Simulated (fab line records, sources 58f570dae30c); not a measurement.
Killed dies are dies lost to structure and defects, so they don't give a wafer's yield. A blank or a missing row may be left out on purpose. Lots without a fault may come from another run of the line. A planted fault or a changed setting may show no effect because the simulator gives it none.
Split-lot experiment | flow berkeley_cmos170 | 5 lots, 23 wafers read, on a route of 331 steps

THE SPLIT
At UCB170_M3_COAT_05 (resist thk 900 nm), the setting resist_thk_nm was moved away from the recipe's 900 nm on 9 of the 23 wafers read, by -5.8% to +5.4%. The other wafers ran this setting at the recipe's value.

The reading is taken at the split's own step.

THE READING
KrF_of_M3_COAT_05.thk_nm (the simulator's own value, which no gauge read), in nm, at UCB170_M3_COAT_05 (resist thk 900 nm). The file gives no usual value for it. The 14 wafers here that ran the recipe average 900.4 nm, standard deviation 2.9 nm.

wafer  | tool, chamber at the split | resist_thk_nm as run, nm | against the recipe | KrF_of_M3_COAT_05.thk_nm, nm | against lot-mates on the recipe
L076.1 | litho_track-01, 0          | 948.5                    | +5.4%              | 950.5                        | +52.0
L076.2 | litho_track-01, 0          | 900                      | recipe             | 896.9                        | -
L076.3 | litho_track-01, 0          | 948.5                    | +5.4%              | 945.4                        | +46.9
L076.4 | litho_track-01, 0          | 948.5                    | +5.4%              | 945.8                        | +47.3
L076.5 | litho_track-01, 0          | 900                      | recipe             | 900.1                        | -
L075.1 | litho_track-01, 0          | 900                      | recipe             | 900.2                        | -
L075.2 | litho_track-01, 0          | 932.9                    | +3.7%              | 929.8                        | +32.2
L075.3 | litho_track-01, 0          | 932.9                    | +3.7%              | 933.6                        | +36.0
L075.5 | litho_track-01, 0          | 900                      | recipe             | 895.2                        | -
L075.6 | litho_track-01, 0          | 900                      | recipe             | 897.5                        | -
L077.1 | litho_track-04, 0          | 900                      | recipe             | 900.4                        | -
L077.2 | litho_track-04, 0          | 900                      | recipe             | 901                          | -
L077.3 | litho_track-04, 0          | 900                      | recipe             | 903.9                        | -
L082.2 | litho_track-04, 0          | 847.9                    | -5.8%              | 850.8                        | -48.7
L082.3 | litho_track-04, 0          | 900                      | recipe             | 900.1                        | -
L082.4 | litho_track-04, 0          | 847.9                    | -5.8%              | 847.9                        | -51.6
L082.5 | litho_track-04, 0          | 900                      | recipe             | 898.9                        | -
L082.6 | litho_track-04, 0          | 900                      | recipe             | 899.5                        | -
L083.1 | litho_track-04, 0          | 864.8                    | -3.9%              | 868.3                        | -35.9
L083.2 | litho_track-04, 0          | 900                      | recipe             | 906.6                        | -
L083.3 | litho_track-04, 0          | 900                      | recipe             | 903.6                        | -
L083.4 | litho_track-04, 0          | 900                      | recipe             | 902.3                        | -
L083.6 | litho_track-04, 0          | 864.8                    | -3.9%              | 868.4                        | -35.8

THE FIT
A straight line over all 23 wafers: KrF_of_M3_COAT_05.thk_nm changes by +8.64 nm for each +1% of resist_thk_nm; r = +1.00; the points scatter about the line by 2.7 nm.
The same after taking each lot's own level away (the mean of its wafers on the recipe; 23 wafers): +8.97 nm for each +1%; r = +1.00; scatter 1.9 nm.
On that fit, the largest move of resist_thk_nm shifts the reading by 52 nm.
The lots' own levels span 897.63 to 904.17 nm, that is 2.3 times the standard deviation above.
So the lot-to-lot level changes the slope little: the two slopes agree.
Check: with one of the wafers moved furthest among these (-5.8%) left out of the fit, the line predicts -52.5 nm for it against its lot-mates. It came out at -48.7 nm against them.

OTHER SPLITS ON THESE WAFERS
These wafers also went through other splits before the reading. Each is held against what the fit with the lots' levels taken away leaves over:
other split on the same wafers        | wafers away from the commonest value | r with KrF_of_M3_COAT_05.thk_nm (lot level and that fit taken away)
UCB170_BACKSIDE_COAT_01 resist_thk_nm | 5                                    | +0.21
UCB170_CONTACT_CVD_01 temp_c          | 15                                   | +0.03
UCB170_CONTACT_ETCH_17 source_w       | 5                                    | +0.22
UCB170_M1_METAL_ETCH_12 icp_w         | 7                                    | +0.16
UCB170_M2_METAL_ETCH_18 icp_w         | 7                                    | +0.14
UCB170_V2_EXPOSE_09 dose_mj           | 9                                    | +0.32

THE WHOLE CHAIN: every reading that the file lists as answering this split, in the file's order
step               | what it does      | reading                                                                   | change (the file's fit)              | r (the file's)
UCB170_M3_COAT_05  | resist thk 900 nm | KrF_of_M3_COAT_05.thk_nm (the simulator's own value, which no gauge read) | +8.96 nm for each +1% of the setting | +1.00
UCB170_M3_STRIP_07 | strips in O2      | strip_time_to_endpoint_s                                                  | withheld for each +1% of the setting | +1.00

THE FILE'S OWN FIT
KrF_of_M3_COAT_05.thk_nm changes by +8.96 nm for each +1% of resist_thk_nm, r = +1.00.
